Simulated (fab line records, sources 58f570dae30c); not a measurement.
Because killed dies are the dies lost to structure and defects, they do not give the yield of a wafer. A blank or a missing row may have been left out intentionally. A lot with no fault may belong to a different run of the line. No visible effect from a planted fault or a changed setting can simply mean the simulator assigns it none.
What tool caused it?	flow berkeley_cmos170	13 lots, 39 wafers sampled, at 5 steps of a route of 331

== WHAT THE GAUGES READ, wafer by wafer ==
UCB170_GATE_CD_MEAS_12 targets a cd of 350 nm.
lot	measured	on	cd_nm (nm)
L287	day 7 17:01	cd_sem-01	351.6 351.5 351.0
L286	day 7 17:58	cd_sem-02	349.6 347.5 347.7
L285	day 7 18:04	cd_sem-02	348.9 348.3 348.5
L290	day 8 11:14	cd_sem-02	351.2 351.0 350.5
L288	day 8 11:24	cd_sem-01	350.8 350.7 352.1
L291	day 8 11:47	cd_sem-01	352.5 351.8 350.5
L292	day 9 00:48	cd_sem-01	352.6 351.3 352.5
L293	day 9 01:04	cd_sem-01	351.8 349.7 350.1
L295	day 9 23:09	cd_sem-02	280.9 280.2 281.7
L299	day 10 18:06	cd_sem-02	352.2 353.0 353.4
L301	day 11 09:01	cd_sem-02	351.1 350.6 351.2
L305	day 11 16:35	cd_sem-01	351.2 351.5 351.4
L306	day 11 16:52	cd_sem-02	347.3 347.4 348.6

UCB170_NSD_OVL_MEAS_07.
lot	measured	on	NSD_OVL (nm)
L287	day 8 10:32	overlay-02	-7 -10 -1
L286	day 8 11:16	overlay-02	-4 3 1
L285	day 8 11:04	overlay-01	0 8 -3
L290	day 9 02:08	overlay-01	3 6 -2
L288	day 9 01:56	overlay-02	4 -1 -9
L291	day 9 04:50	overlay-02	-1 -1 1
L292	day 9 21:19	overlay-02	-1 6 -1
L293	day 9 20:50	overlay-01	-6 0 -1
L299	day 11 12:05	overlay-01	1 -1 -6
L301	day 12 01:02	overlay-02	-1 -1 0
L305	day 12 05:29	overlay-02	4 4 4
L306	day 12 06:38	overlay-01	-12 -8 4

UCB170_M1_OVL_MEAS_10.
lot	measured	on	M1_OVL (nm)
L287	day 8 18:25	overlay-02	3 4 10
L286	day 8 20:47	overlay-01	-4 -3 -2
L285	day 8 20:23	overlay-01	-4 -4 -6
L290	day 9 13:14	overlay-01	4 -3 -4
L288	day 9 12:11	overlay-02	7 3 7
L291	day 9 17:10	overlay-02	0 -3 6
L292	day 10 07:19	overlay-01	-13 0 1
L293	day 10 05:29	overlay-02	0 3 -4
L299	day 11 23:37	overlay-01	-7 -6 -3
L301	day 12 12:58	overlay-02	4 -2 10
L305	day 12 14:01	overlay-02	6 5 7
L306	day 12 16:40	overlay-01	8 3 -2

== TOOL THAT RAN EACH LOT (tool first, then ch and the chambers of the sampled wafers, then the start) ==
lot	UCB170_GATE_EXPOSE_09	UCB170_GATE_STRIP_16
L287	krf_scanner-02 ch 0, day 7 15:52	plasma_asher-02 ch 0,1, day 7 17:16
L286	krf_scanner-02 ch 0, day 7 16:35	plasma_asher-04 ch 0,1, day 7 18:11
L285	krf_scanner-02 ch 0, day 7 16:41	plasma_asher-01 ch 0,1, day 7 18:19
L290	krf_scanner-02 ch 0, day 8 10:41	plasma_asher-04 ch 0,1, day 8 11:28
L288	krf_scanner-01 ch 0, day 8 10:55	plasma_asher-02 ch 0,1, day 8 11:39
L291	krf_scanner-01 ch 0, day 8 11:24	plasma_asher-04 ch 0,1, day 8 12:02
L292	krf_scanner-01 ch 0, day 9 00:05	plasma_asher-04 ch 0,1, day 9 01:01
L293	krf_scanner-02 ch 0, day 9 00:16	plasma_asher-04 ch 0,1, day 9 01:19
L295	krf_scanner-01 ch 0, day 9 22:46	plasma_asher-04 ch 0,1, day 9 23:24
L299	krf_scanner-02 ch 0, day 10 17:42	plasma_asher-04 ch 0,1, day 10 18:20
L301	krf_scanner-02 ch 0, day 11 08:28	plasma_asher-04 ch 0,1, day 11 09:15
L305	krf_scanner-01 ch 0, day 11 15:52	plasma_asher-01 ch 1, day 11 16:49
L306	krf_scanner-02 ch 0, day 11 16:11	plasma_asher-02 ch 0,1, day 11 17:07
- UCB170_GATE_EXPOSE_09: exposes mask POLY, target cd 350 nm.
- UCB170_GATE_STRIP_16: strips in O2.

== WHAT THE TOOLS THEMSELVES READ (means of the sampled wafers that have a number; where no wafer has one, the mark that the record gives instead) ==
UCB170_GATE_STRIP_16.
lot	tool	drypump_motor_current_A (A)	oes_product_au (a.u.)
L287	plasma_asher-02	5.9	0.727
L286	plasma_asher-04	5.7	0.723
L285	plasma_asher-01	6.4	0.721
L290	plasma_asher-04	5.4	0.721
L288	plasma_asher-02	5.7	0.725
L291	plasma_asher-04	5.5	0.724
L292	plasma_asher-04	5.5	0.723
L293	plasma_asher-04	5.4	0.723
L295	plasma_asher-04	5.7	0.726
L299	plasma_asher-04	5.4	0.728
L301	plasma_asher-04	5.5	0.725
L305	plasma_asher-01	6.4	0.724
L306	plasma_asher-02	5.9	0.723

== THE ANSWER, worked out from the rows above alone ==
Rule: the lots themselves supply what counts as usual. Put in order of their means at a reading, lots are off if they are a third of the lots or fewer, leave a main group of 4 or more, and stand apart from it by a gap of 3 or more times the standard deviation of the main group's means; of several such gaps the widest counts. A main group is skipped when, at the precision printed for the reading in the tables above, its means are all equal. Also off: a lot with no number at a reading for which 4 or more lots have one. All remaining lots with rows at the step are treated as sound. After the gauges, taken in route order, come the tools' own readings; for these a lot's mean is taken, as printed above. At the first step where some lot is off, the reading lying furthest off is the one used; lots without a number count as furthest.
Off: L295, at UCB170_GATE_CD_MEAS_12 (cd_nm). The main group: mean 350.6 nm, standard deviation 1.5.
If a tool, at a process step before that reading, ran all the lots that are off and no sound lot after the first of them, it fits. Gauges at UCB170_GATE_CD_MEAS_12: tried the same way as those tools. Of those tried, none fits.

== WHAT THE SIMULATOR HAD PUT IN ==
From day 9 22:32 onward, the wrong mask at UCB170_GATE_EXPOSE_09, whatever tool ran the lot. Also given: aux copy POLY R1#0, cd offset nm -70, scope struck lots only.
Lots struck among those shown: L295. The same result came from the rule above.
